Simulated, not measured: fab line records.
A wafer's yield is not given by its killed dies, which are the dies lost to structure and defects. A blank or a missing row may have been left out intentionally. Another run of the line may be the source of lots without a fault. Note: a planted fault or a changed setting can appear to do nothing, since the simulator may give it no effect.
Problem report in the 8D (eight disciplines) form, filled by code || flow ritCmos || the parts of the form that need people (team, actions taken, sign-off) are left out

1. THE PROBLEM
Mean of runLengthS at RIT_GATE_ETCH_19: 240.1 s across 2 wafers in 2 lots; on wafers with no fault it is 193.3 s (standard deviation 0.46). That is +99 or more standard deviations from the usual mean.
The step: etches poly-Si in SF6/CHF3/O2, stops on SiO2, time 165 s, target depth 312.5 nm.
First observed at day 7 05:38: wafer L918.3, on rieSi-01. The record holds 42 wafers of 14 lots with a number at this step. By rule, "out" or "out of limits" means more than 4 standard deviations away from the usual mean. The other wafers with a number count as sound.

2. WHAT IT IS AND WHAT IT IS NOT
{"question": "which readings at this step", "is": "runLengthS, oesProductAu", "is not": "drypumpMotorCurrentA, throttleValvePct"}
{"question": "which lots", "is": "L918, L920", "is not": "L897, L901, L902, L905, L906, L908, L909, L910, L911, L913, L914, L916"}
{"question": "which wafers of those lots", "is": "L918.3, L920.5", "is not": "L918.4, L918.6, L920.1, L920.2"}
{"question": "read on which tools", "is": "rieSi-01", "is not": "rieSi-02"}
{"question": "when", "is": "from day 7 05:38", "is not": "up to then (38 sound wafers); but 2 sound wafers of L920 came after"}

3. THE SUSPECTS, EACH WITH WHAT RULES IT OUT
Counting: any tool at a process step up to the reading remains a suspect provided it ran every lot that is out. Sound lots after the first of them don't rule it out here, since some wafers of a struck lot are sound.
- rieSi-01 at RIT_GATE_ETCH_19 (etches poly-Si in SF6/CHF3/O2, stops on SiO2, time 165 s, target depth 312.5 nm): kept. Ran every lot that is out, first one L918 (day 7 05:38); last sound lot up to then L914 (day 6 18:02). Out on those wafers are its own readings of oesProductAu, runLengthS.
- At RIT_GATE_ETCH_19, inside rieSi-01: chamber 1 took the wafers that are out, while their sound lot-mates went through chambers 2, 3.
The count leaves rieSi-01 at RIT_GATE_ETCH_19.

4. THE CAUSE (what the simulator had put in)
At RIT_GATE_ETCH_19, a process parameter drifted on rieSi-01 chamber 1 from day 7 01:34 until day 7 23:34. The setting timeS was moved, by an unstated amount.
After counting, this tool was the only one left.

5. THE CHAIN OF EFFECTS, in route order
One row per reading whose mean, taken over the struck wafers that have a number, lies over 3 standard deviations from the usual. Scope: only readings with a usual standard deviation given in the record; hours: median across lots of the time from each lot's start at the first step in this table that gives one to its start at this step; sigmas: change in usual standard deviations.
{"hours": 0, "step": "RIT_GATE_ETCH_19", "reading": "oesProductAu", "usual": "0.848 a.u.", "on struck wafers": 0.738, "change": -0.110, "sigmas": -8.4}
{"hours": 0, "step": "RIT_GATE_ETCH_19", "reading": "runLengthS", "usual": "193.3 s", "on struck wafers": 240.1, "change": "+46.8", "sigmas": "+99 or more"}
{"hours": 21, "step": "RIT_M1_PROBE_99", "reading": "killedOnRim", "usual": 2.1, "on struck wafers": 7.0, "change": "+4.9", "sigmas": "+3.3"}
Process steps it contains:
- RIT_GATE_ETCH_19: etches poly-Si in SF6/CHF3/O2, stops on SiO2, time 165 s, target depth 312.5 nm.
- RIT_M1_PROBE_99

6. HOW IT WOULD HAVE BEEN CAUGHT EARLIER
In this record no reading fell out of limits until day 7 05:38, 4 hours after the fault had begun at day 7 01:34.
